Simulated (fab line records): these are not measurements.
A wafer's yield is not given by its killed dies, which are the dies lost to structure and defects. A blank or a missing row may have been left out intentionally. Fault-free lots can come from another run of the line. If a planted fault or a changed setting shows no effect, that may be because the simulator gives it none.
A struck lot beside a sound one / flow rit cmos / 15 steps out of a route of 202
Sound: the wafers L826.2, L826.4, L826.6. Wafers L841.2, L841.3, L841.6 were the ones struck. The cause is named last.
Each step with rows lists, per side, the tool, then ch with its chambers, then its first start. Under that, the readings that differ: sound wafers / struck wafers / difference of the means / sigmas: that difference in standard deviations of wafers without a fault.
alike: same words and numbers on both sides, and readings whose means sit less than 2 such deviations apart. not compared: any withheld reading, any reading some wafer has no value for, any bound like >300 that may hide the same value, and any number with overlapping values for which the record gives no deviation.
The two part at a step that has a row with sigmas, a row that says differs or no value, or rows on one side only. Numbers that have no deviation but don't overlap get no sigmas and don't part them. A reading that every wafer of one side lacks parts them only if that side has two wafers or more.

RIT_GATE_STRIP_20: strips in O2, time 180 s.
  sound on plasma asher-03 ch 0,1, day 2 22:56; struck on plasma asher-04 ch 0,1, day 6 03:22
  alike: drypump motor current A
  not compared: rf hours counter h
RIT_GATE_CD_MEAS_90: the cd target is 150 nm.
  struck on cd sem-01, day 6 03:34; sound on cd sem-01, day 2 23:08
  alike: cd nm
then, 4 steps without rows for these wafers: RIT_REOX_CLEAN_00 (cleans in SC1, time 600 s); RIT_REOX_CLEAN_01 (cleans in dHF, time 30 s); RIT_REOX_CLEAN_02 (cleans in SC2, time 600 s); RIT_REOX_OXIDATION_03 (target thk 25.2 nm, ox time 5580 s).
RIT_REOX_THK_MEAS_04:
  struck on film metro-02, day 6 06:35; sound on film metro-04, day 3 02:09
reading=REOX_OXIDE_THK (nm); sound=26.4 26.6 26.0; struck=25.0 25.3 25.2; difference=-1.2; sigmas=-2
then, 5 steps without rows for these wafers: RIT_NLDD_HMDS_00 (prime time 60 s); RIT_NLDD_COAT_01 (resist thk 1000 nm); RIT_NLDD_SOFTBAKE_02 (time 60 s); RIT_NLDD_EXPOSE_03 (exposes mask M7, target cd 40700 nm); RIT_NLDD_PEB_04.
RIT_NLDD_DEVELOP_05: develop time 50 s.
  sound on litho track-04 ch 0, day 3 03:00; struck on litho track-04 ch 0, day 6 07:00
reading=developer temp C (C); sound=22.95 23.02 23.07; struck=25.41 25.33 25.26; difference=+2.32; sigmas=+25
RIT_NLDD_OVL_MEAS_06:
  struck on overlay-02, day 6 07:30; sound on overlay-01, day 3 03:11
  alike: NLDD_OVL
RIT_M1_PROBE_99:
  struck on prober-02, day 6 23:12; sound on prober-01, day 3 18:40
  alike: killed at front end, killed dies, killed open, killed short

## WHERE THEY PART
Earliest at RIT_REOX_THK_MEAS_04; latest, in this record, at RIT_NLDD_DEVELOP_05. Later steps at which nothing parts them and some readings are alike: RIT_NLDD_OVL_MEAS_06, RIT_M1_PROBE_99.

WHY: what the simulator had put in
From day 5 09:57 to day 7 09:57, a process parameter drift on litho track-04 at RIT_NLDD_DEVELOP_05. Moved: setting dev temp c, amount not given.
